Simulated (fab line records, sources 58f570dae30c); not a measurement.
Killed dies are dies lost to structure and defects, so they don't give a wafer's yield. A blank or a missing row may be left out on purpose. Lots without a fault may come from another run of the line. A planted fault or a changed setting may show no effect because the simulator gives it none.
Chamber matching | flow berkeley_cmos170 | UCB170_GATE_ETCH_15 on rie_si-01: 4 sister chambers
The step etches poly-Si in HBr/Cl2, stops on SiO2, time 56.3 s, target depth 278.2 nm. 4 wafers are shown with their chamber, then 7 later ones without.

WAFERS WITH THEIR CHAMBER
wafer  | chamber | throttle_valve_pct (%)
L474.2 | 3       | 26.75
L478.3 | 0       | 26.60
L490.2 | 2       | 26.23
L490.4 | 1       | 27.07

WAFERS WITHOUT THEIR CHAMBER
wafer  | throttle_valve_pct (%)
L490.6 | 26.76
L492.1 | 26.76
L492.4 | 27.08
L492.5 | 26.60
L496.1 | 26.74
L496.2 | 26.25
L496.4 | 26.61

WHICH CHAMBER EACH WENT THROUGH
wafer  | from the rows above | in truth
L490.6 | 3                   | 3
L492.1 | 3                   | 3
L492.4 | 1                   | 1
L492.5 | 0                   | 0
L496.1 | 3                   | 3
L496.2 | 2                   | 2
L496.4 | 0                   | 0
Placed correctly: 7 of 7. Can't be placed from these rows: 0. Placed wrongly: 0.
How it was worked out, from the rows above alone: a wafer's distance from a chamber is the root of the sum, over the readings, of the square of ((its reading less the chamber's mean) divided by the reading's scatter). The wafer belongs to the nearest chamber; if the next one is less than 2 further off, it can't be placed. A chamber's mean is the mean of its shown wafers. The scatter: with one shown wafer a chamber, the root of the mean of the squares of how far each hidden wafer lies from its nearest shown one.
